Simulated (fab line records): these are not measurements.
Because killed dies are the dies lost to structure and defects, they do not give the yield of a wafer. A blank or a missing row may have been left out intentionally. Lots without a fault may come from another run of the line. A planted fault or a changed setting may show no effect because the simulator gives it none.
The same fault as seen by 2 desks | flow berkeleyCmos170 | every desk sees just its own numbers, and what lay behind them comes last

THE TOOL OWNER'S DESK: pvdSputter-01
The tool's own readings at UCB170_M1_SPUTTER_00 (material Al, target thk 600 nm, time 80 s): means of the sampled wafers that have a number, for each lot that ran on this tool. The brackets show how far a lot's mean lies from the usual mean; more than 4 standard deviations puts the lot out of limits, marked OUT.
Columns: A = throttleValvePct at UCB170_M1_SPUTTER_00, usual 30.0 %
lot  | first seen here | A
L470 | day 6 23:04     | 30.3
L471 | day 7 01:45     | 29.4
L475 | day 7 15:01     | 29.8
L486 | day 10 04:04    | 29.7
L489 | day 11 01:23    | 29.6
Finding of this desk: none of the 5 lots has anything out of limits.

AT THE METROLOGY DESK
What the gauges read for every lot (on any tool): the sampled wafers with a number, averaged. The brackets show how far a lot's mean lies from the usual mean; more than 4 standard deviations puts the lot out of limits, marked OUT.
Columns: A = V1_BOW at UCB170_V1_BOW_MEAS_03, usual 20 um; B = V2_TEOS_THK at UCB170_V2_THK_MEAS_01, usual 2002 nm
lot  | first seen here | A  | B
L470 | day 7 07:58     | 12 | 2012
L471 | day 7 08:23     | 13 | 1987
L469 | day 7 08:34     | 19 | 1988
L472 | day 7 08:50     | 19 | 2015
L474 | day 7 23:22     | 23 | 1989
L475 | day 7 23:22     | 26 | 1994
L476 | day 8 07:58     | 18 | 1995
L477 | day 8 12:48     | 31 | 2013
L478 | day 8 16:45     | 22 | 1997
L479 | day 9 04:32     | 24 | 1990
L480 | day 9 04:32     | 25 | 2009
L486 | day 10 08:36    | 23 | 2031
L489 | day 11 08:58    | 20 | 1982
L490 | day 11 16:33    | 18 | 2023
Finding of this desk: none of the 14 lots has anything out of limits.

PUT TOGETHER
The desk of the tool owner found nothing out of limits.
At the metrology desk, nothing out of limits was observed.

WHAT THE SIMULATOR HAD PUT IN
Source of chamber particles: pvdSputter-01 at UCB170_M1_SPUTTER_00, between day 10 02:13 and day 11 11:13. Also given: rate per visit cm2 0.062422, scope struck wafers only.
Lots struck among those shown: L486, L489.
